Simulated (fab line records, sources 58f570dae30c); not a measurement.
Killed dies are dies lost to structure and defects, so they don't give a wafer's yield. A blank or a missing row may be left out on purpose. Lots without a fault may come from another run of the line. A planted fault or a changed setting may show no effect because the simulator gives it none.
fab line records | flow berkeley_cmos170
record lots=14 wafers=42 last_day=12
route steps=331 shown PLDD@153 CONTACT@235 V2@307 M3@329
lots that met no fault: from a run of the same line without faults
start_h: hours from the record's first day to the start of the lot's first wafer shown | wait_h: hours since the lot's step before | " the same as in the row above | L1.1+2: a row that stands for several wafers | - no value, or no start given | * or withheld: withheld | < > ~ a bound
route shown NAME@n: a module of which the file shows steps, and the number in the route of the first | usual: mean/standard deviation of fault-free wafers | same: alike in all rows | chamber/n: place in a boat | sites: the reading at each site | _std_site: their standard deviation | _edge_site: outer sites' mean less inner sites' | radius_mm: how far each site lies from the wafer's centre | mask NAME#n: copy n | behind: the tool/chamber that last shaped the wafer | hold: why the lot was held/for how many hours/how that ended | device: the transistor (n, p or np) that didn't switch | end of line: the same wafers' tests at the end of the route | a step without rows: its recipe alone | killed: dies lost to structure and defects at the first sort, not the wafer's yield | map: a wafer's dies, x killed, . not, _ none there
set.NAME: the setting as run; set.NAME@STEP: as run at that earlier step | model.NAME: the simulator's own value behind a step, which no gauge read
steps of the route over a sample of lots; a table a step, a row a wafer
services: from which hour (start_h, from the record's first day; less than 0 if before it) a tool's chamber was out of use, for how many hours, and why
## steps
# step UCB170_PLDD_IMPLANT_08
# recipe species=BF2 dose_cm2=5e+13 energy_kev=10 tilt_deg=7 rotation_deg=0
# usual dose_ions_cm2=4.999e+13/5.5e+10 end_station_pressure_torr=5.1e-06/2.6e-07 faraday_current_uA=159/3.1
# columns lot.wafer tool chamber start_h wait_h dose_ions_cm2 end_station_pressure_torr faraday_current_uA
L599.2 implanter-01 0 126.04 0.0 4.998e+13 4.98e-06 156
L599.4 " 0 " " 5.004e+13 5.01e-06 160
L599.5 " 0 " " 5.002e+13 4.95e-06 155
L600.2 implanter-04 0 133.99 0.0 5.003e+13 4.71e-06 164
L600.3 " 0 " " 4.999e+13 4.9e-06 158
L600.4 " 0 " " 4.997e+13 5.17e-06 158
L603.1 implanter-04 0 148.19 0.0 4.996e+13 5.07e-06 163
L603.4 " 0 " " 4.997e+13 5.35e-06 163
L603.6 " 0 " " 5.001e+13 5.1e-06 152
L601.1 implanter-03 0 148.49 0.0 5e+13 4.95e-06 160
L601.2 " 0 " " 4.994e+13 4.74e-06 162
L601.3 " 0 " " 5e+13 5.19e-06 153
L604.4 implanter-03 0 153.89 0.1 4.993e+13 4.96e-06 157
L604.5 " 0 " " 4.99e+13 4.96e-06 157
L604.6 " 0 " " 4.99e+13 5.4e-06 161
L602.4 implanter-04 0 155.19 0.1 5.002e+13 5.5e-06 161
L602.5 " 0 " " 4.991e+13 5.45e-06 160
L602.6 " 0 " " 4.996e+13 5.13e-06 157
L608.2 implanter-04 0 169.73 0.0 4.997e+13 5.47e-06 156
L608.3 " 0 " " 4.998e+13 5.03e-06 159
L608.4 " 0 " " 5.004e+13 5.44e-06 161
L607.2 implanter-03 0 170.49 0.0 4.993e+13 4.61e-06 157
L607.3 " 0 " " 4.993e+13 4.75e-06 159
L607.6 " 0 " " 4.992e+13 5.12e-06 156
L606.2 implanter-01 0 170.54 0.0 4.994e+13 5.14e-06 162
L606.4 " 0 " " 5.006e+13 5.57e-06 161
L606.6 " 0 " " 5.005e+13 5.48e-06 156
L611.1 implanter-01 0 186.79 0.0 4.998e+13 4.8e-06 154
L611.3 " 0 " " 5.001e+13 4.85e-06 155
L611.4 " 0 " " 4.997e+13 4.72e-06 158
L612.1 implanter-04 0 187.34 0.0 4.491e+13 4.84e-06 147
L612.4 " 0 " " 4.489e+13 4.86e-06 141
L612.5 " 0 " " 4.5e+13 4.95e-06 145
L610.1 implanter-01 0 187.34 0.0 4.997e+13 4.86e-06 154
L610.3 " 0 " " 5.006e+13 5.02e-06 157
L610.6 " 0 " " 5.004e+13 5.55e-06 157
L613.1 implanter-04 0 195.16 0.0 4.501e+13 4.96e-06 146
L613.2 " 0 " " 4.5e+13 4.91e-06 143
L613.5 " 0 " " 4.509e+13 5.62e-06 145
L621.2 implanter-01 0 247.89 0.0 4.999e+13 5.2e-06 155
L621.3 " 0 " " 5.004e+13 4.55e-06 155
L621.4 " 0 " " 5.008e+13 5.11e-06 159
# step UCB170_PLDD_TW_MEAS_11
# usual PLDD_TW=1012/5.5
# columns lot.wafer tool chamber start_h wait_h PLDD_TW
L599.2 film_metro-03 - 126.42 0.1 1012
L599.4 " - " " 1008
L599.5 " - " " 1017
L600.2 film_metro-03 - 134.37 0.1 1009
L600.3 " - " " 1008
L600.4 " - " " 1015
L603.1 film_metro-01 - 148.59 0.1 1019
L603.4 " - " " 1017
L603.6 " - " " 1021
L601.1 film_metro-01 - 148.89 0.1 1018
L601.2 " - " " 1015
L601.3 " - " " 1014
L604.4 film_metro-03 - 154.24 0.1 1004
L604.5 " - " " 1008
L604.6 " - " " 1011
L602.4 film_metro-03 - 155.55 0.1 1013
L602.5 " - " " 1009
L602.6 " - " " 1009
L608.2 film_metro-01 - 170.11 0.1 1017
L608.3 " - " " 1016
L608.4 " - " " 1017
L607.2 film_metro-03 - 170.88 0.1 1002
L607.3 " - " " 1005
L607.6 " - " " 1007
L606.2 film_metro-04 - 170.93 0.1 1009
L606.4 " - " " 1007
L606.6 " - " " 1011
L611.1 film_metro-04 - 187.19 0.1 1008
L611.3 " - " " 1008
L611.4 " - " " 1013
L612.1 film_metro-04 - 187.74 0.1 993
L612.4 " - " " 989
L612.5 " - " " 987
L610.1 film_metro-03 - 187.74 0.1 1005
L610.3 " - " " 1004
L610.6 " - " " 1013
L613.1 film_metro-04 - 195.56 0.1 998
L613.2 " - " " 993
L613.5 " - " " 993
L621.2 film_metro-03 - 248.27 0.1 1003
L621.3 " - " " 1005
L621.4 " - " " 997
# step UCB170_SDANNEAL_RS_MEAS_04
# recipe thk_meas_gauge=four-point-probe
# usual PLDD_RS=1031.0/2.8
# columns lot.wafer tool chamber start_h wait_h PLDD_RS[ohm/sq]
L599.2 film_metro-03 - 139.42 0.1 1028.8
L599.4 " - " " 1028.8
L599.5 " - " " 1027.5
L600.2 film_metro-03 - 145.93 0.1 1030.5
L600.3 " - " " 1028.4
L600.4 " - " " 1030.9
L603.1 film_metro-03 - 159.54 0.1 1032.1
L603.4 " - " " 1026.6
L603.6 " - " " 1025.0
L601.1 film_metro-03 - 163.96 0.1 1030.3
L601.2 " - " " 1033.2
L601.3 " - " " 1037.9
L602.4 film_metro-04 - 166.44 0.1 1031.1
L602.5 " - " " 1031.6
L602.6 " - " " 1030.2
L604.4 film_metro-03 - 166.44 0.1 1034.9
L604.5 " - " " 1033.5
L604.6 " - " " 1032.6
L608.2 film_metro-04 - 184.54 0.1 1031.3
L608.3 " - " " 1030.8
L608.4 " - " " 1030.8
L606.2 film_metro-03 - 185.52 0.1 1032.6
L606.4 " - " " 1033.5
L606.6 " - " " 1030.6
L607.2 film_metro-04 - 185.70 0.1 1031.1
L607.3 " - " " 1029.5
L607.6 " - " " 1030.5
L610.1 film_metro-04 - 201.24 0.1 1028.8
L610.3 " - " " 1030.3
L610.6 " - " " 1028.6
L612.1 film_metro-03 - 201.24 0.1 1077.8
L612.4 " - " " 1079.0
L612.5 " - " " 1076.2
L611.1 film_metro-01 - 201.45 0.1 1033.9
L611.3 " - " " 1032.6
L611.4 " - " " 1028.4
L613.1 film_metro-04 - 208.23 0.1 1073.6
L613.2 " - " " 1074.1
L613.5 " - " " 1071.8
L621.2 film_metro-04 - 261.33 0.1 1031.5
L621.3 " - " " 1031.3
L621.4 " - " " 1033.3
# step UCB170_CONTACT_STRIP_19
# recipe chemistry=O2 power_w=400 pressure_mtorr=3500 platen_temp_c=withheld o2_flow_sccm=400 overash_fraction=0.5
# usual drypump_motor_current_A=5.65/0.29 oes_product_au=0.725/0.0049
# columns lot.wafer tool chamber start_h wait_h drypump_motor_current_A oes_product_au rf_hours_counter_h
L599.2 plasma_asher-03 1 146.07 - 5.90 0.733 46
L599.4 " 1 " " 5.90 0.723 -
L599.5 " 1 " " 5.89 0.736 -
L600.2 plasma_asher-02 1 151.29 - 5.89 0.720 36
L600.3 " 0 " " 5.55 0.722 -
L600.4 " 1 " " 5.89 0.733 -
L603.1 plasma_asher-02 0 164.31 - 5.53 0.718 37
L603.4 " 1 " " 5.89 0.727 -
L603.6 " 0 " " 5.54 0.722 -
L601.1 plasma_asher-02 1 168.91 - 5.91 0.730 38
L601.2 " 0 " " 5.55 0.725 38
L601.3 " 1 " " 5.93 0.722 -
L602.4 plasma_asher-02 1 175.46 - 5.90 0.723 -
L602.5 " 0 " " 5.54 0.722 -
L602.6 " 1 " " 5.89 0.733 -
L604.4 plasma_asher-03 1 175.70 - 5.89 0.719 -
L604.5 " 1 " " 5.89 0.720 -
L604.6 " 0 " " 5.80 0.726 -
L608.2 plasma_asher-02 1 190.77 - 5.92 0.723 40
L608.3 " 0 " " 5.55 0.729 -
L608.4 " 1 " " 5.91 0.731 -
L607.2 plasma_asher-03 1 192.11 - 5.88 0.726 52
L607.3 " 0 " " 5.81 0.723 -
L607.6 " 0 " " 5.82 0.724 -
L606.2 plasma_asher-03 1 192.66 - 5.90 0.718 52
L606.4 " 0 " " 5.80 0.719 -
L606.6 " 0 " " 5.80 0.723 -
L612.1 plasma_asher-01 0 206.29 - 5.30 0.716 52
L612.4 " 1 " " 5.01 0.725 -
L612.5 " 0 " " 5.30 0.728 -
L610.1 plasma_asher-01 0 207.01 - 5.29 0.719 52
L610.3 " 0 " " 5.28 0.732 -
L610.6 " 1 " " 5.02 0.727 -
L611.1 plasma_asher-02 0 207.28 - 5.56 0.718 42
L611.3 " 1 " " 5.91 0.719 -
L611.4 " 0 " " 5.56 0.730 -
L613.1 plasma_asher-01 1 213.93 - 5.02 0.727 53
L613.2 " 0 " " 5.32 0.726 53
L613.5 " 1 " " 5.00 0.726 -
L621.2 plasma_asher-02 1 268.04 - 5.91 0.722 49
L621.3 " 1 " " 5.90 0.734 -
L621.4 " 0 " " 5.55 0.720 -
# step UCB170_V2_STRIP_15
# recipe chemistry=O2 power_w=400 pressure_mtorr=3500 platen_temp_c=withheld o2_flow_sccm=400 overash_fraction=0.5
# usual drypump_motor_current_A=5.6/0.34 oes_product_au=0.722/0.0042 strip_time_to_endpoint_s=15.34/0.12
# columns lot.wafer tool chamber start_h wait_h drypump_motor_current_A oes_product_au rf_hours_counter_h strip_time_to_endpoint_s
L599.2 plasma_asher-03 1 159.76 0.1 5.9 0.726 48 15.36
L599.4 " 1 " " 5.9 0.723 - 15.36
L599.5 " 1 " " 5.9 0.718 - 15.79
L600.2 plasma_asher-03 1 168.85 0.1 5.9 0.718 49 15.20
L600.3 " 0 " " 5.8 0.728 - 15.32
L600.4 " 1 " " 5.9 0.727 - 15.31
L603.1 plasma_asher-02 1 178.91 0.1 5.9 0.721 39 15.38
L603.4 " 1 " " 5.9 0.725 - 15.50
L603.6 " 1 " " 5.9 0.719 - 15.43
L601.1 plasma_asher-01 1 185.47 0.1 5.0 0.717 49 15.45
L601.2 " 0 " " 5.3 0.719 49 15.36
L601.3 " 0 " " 5.3 0.710 - 15.32
L604.4 plasma_asher-01 0 189.55 0.1 5.3 0.718 - 15.30
L604.5 " 0 " " 5.3 0.722 - 15.38
L604.6 " 1 " " 5.0 0.722 - 15.29
L602.4 plasma_asher-01 0 190.24 0.0 5.3 0.715 - 15.47
L602.5 " 1 " " 5.0 0.725 - 15.48
L602.6 " 0 " " 5.3 0.720 - 15.23
L607.2 plasma_asher-01 0 208.88 0.1 5.3 0.726 52 15.38
L607.3 " 1 " " 5.0 0.724 - 15.20
L607.6 " 0 " " 5.3 0.721 - 15.39
L606.2 plasma_asher-01 0 210.20 0.1 5.3 0.726 52 15.23
L606.4 " 0 " " 5.3 0.724 - 15.30
L606.6 " 1 " " 5.0 0.725 - 15.34
L608.2 plasma_asher-03 0 210.28 0.1 5.8 0.726 54 15.19
L608.3 " 1 " " 5.9 0.725 - 15.35
L608.4 " 0 " " 5.8 0.720 - 15.18
L612.1 plasma_asher-03 0 220.11 0.1 5.8 0.725 55 15.43
L612.4 " 1 " " 5.9 0.715 - 15.29
L612.5 " 1 " " 5.9 0.721 - 15.35
L611.1 plasma_asher-02 1 221.11 0.1 5.9 0.725 44 15.31
L611.3 " 0 " " 5.6 0.719 - 15.29
L611.4 " 1 " " 5.9 0.716 - 15.54
L610.1 plasma_asher-01 0 221.50 0.1 5.3 0.719 54 15.45
L610.3 " 1 " " 5.0 0.730 - 15.41
L610.6 " 1 " " 5.0 0.725 - 15.42
L613.1 plasma_asher-02 1 230.34 0.1 5.9 0.723 45 15.32
L613.2 " 0 " " 5.6 0.720 45 15.48
L613.5 " 1 " " 5.9 0.722 - 15.17
L621.2 plasma_asher-01 1 283.90 0.1 5.0 0.721 61 15.15
L621.3 " 0 " " 5.3 0.715 - 15.18
L621.4 " 1 " " 5.0 0.714 - 15.28
# step UCB170_M3_CD_MEAS_90
# recipe target_cd_nm=700
# usual cd_nm=700/4.7
# columns lot.wafer tool chamber start_h wait_h cd_nm
L599.2 cd_sem-02 - 162.60 0.1 699
L599.4 " - " " 706
L599.5 " - " " 702
L600.2 cd_sem-02 - 172.06 0.1 696
L600.3 " - " " 703
L600.4 " - " " 696
L603.1 cd_sem-02 - 182.97 0.1 702
L603.4 " - " " 707
L603.6 " - " " 701
L601.1 cd_sem-01 - 188.64 0.1 692
L601.2 " - " " 705
L601.3 " - " " 706
L604.4 cd_sem-01 - 192.92 0.1 697
L604.5 " - " " 698
L604.6 " - " " 699
L602.4 cd_sem-01 - 193.19 0.1 690
L602.5 " - " " 690
L602.6 " - " " 702
L607.2 cd_sem-02 - 211.98 0.1 695
L607.3 " - " " 693
L607.6 " - " " 695
L606.2 cd_sem-01 - 213.58 0.1 703
L606.4 " - " " 696
L606.6 " - " " 703
L608.2 cd_sem-01 - 213.70 0.1 702
L608.3 " - " " 706
L608.4 " - " " 707
L612.1 cd_sem-02 - 223.60 0.1 697
L612.4 " - " " 696
L612.5 " - " " 697
L611.1 cd_sem-02 - 224.60 0.1 694
L611.3 " - " " 695
L611.4 " - " " 692
L610.1 cd_sem-02 - 225.05 0.1 706
L610.3 " - " " 704
L610.6 " - " " 706
L613.1 cd_sem-01 - 233.84 0.1 701
L613.2 " - " " 695
L613.5 " - " " 703
L621.2 cd_sem-01 - 287.50 0.1 709
L621.3 " - " " 706
L621.4 " - " " 707
## services
# columns tool chamber start_h hours kind
implanter-01 - 182.35 1.3 repair
implanter-03 - 185.19 2.6 repair
implanter-04 - 189.75 2.7 repair
implanter-04 - 200.75 3.0 pm
implanter-04 - 204.38 3.0 repair
implanter-01 - 218.52 11.3 repair
plasma_asher-02 - 239.56 0.5 repair
plasma_asher-02 - 261.21 2.8 pm
plasma_asher-01 - 262.12 0.9 repair
implanter-03 - 282.78 5.2 repair
## key
first_sign step=UCB170_PLDD_IMPLANT_08 reading=dose_ions_cm2 direction=down sigmas=91 usual=4.999e+13 struck=4.498e+13
effect step=UCB170_PLDD_IMPLANT_08 reading=faraday_current_uA direction=down sigmas=4.5 usual=159 struck=144
effect step=UCB170_PLDD_TW_MEAS_11 reading=PLDD_TW direction=down sigmas=3.6 usual=1012 struck=992
effect step=UCB170_SDANNEAL_RS_MEAS_04 reading=PLDD_RS direction=up sigmas=16 usual=1031.0 struck=1075.4
met_at UCB170_PLDD_IMPLANT_08
struck_lots L612,L613
tester_left_out L612,L613
not_acting_at UCB170_CONTACT_STRIP_19,UCB170_V2_STRIP_15,UCB170_M3_CD_MEAS_90
onset_between 169.73 187.34
fault kind=process_parameter_drift tool=implanter-04 chamber=- onset_h=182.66 steps=UCB170_PLDD_IMPLANT_08 channel=dose_cm2 offset=-5e+12 shape=step end_h=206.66 acts_in=these_recipes_only stated=5e+13
# tester_left_out: of these lots the tester's yield and bins aren't shown, on N5 and GAA mostly nor the transistor test; their killed dies are dies lost to structure and defects alone, not to doping, threshold or leakage, so they don't give the yield
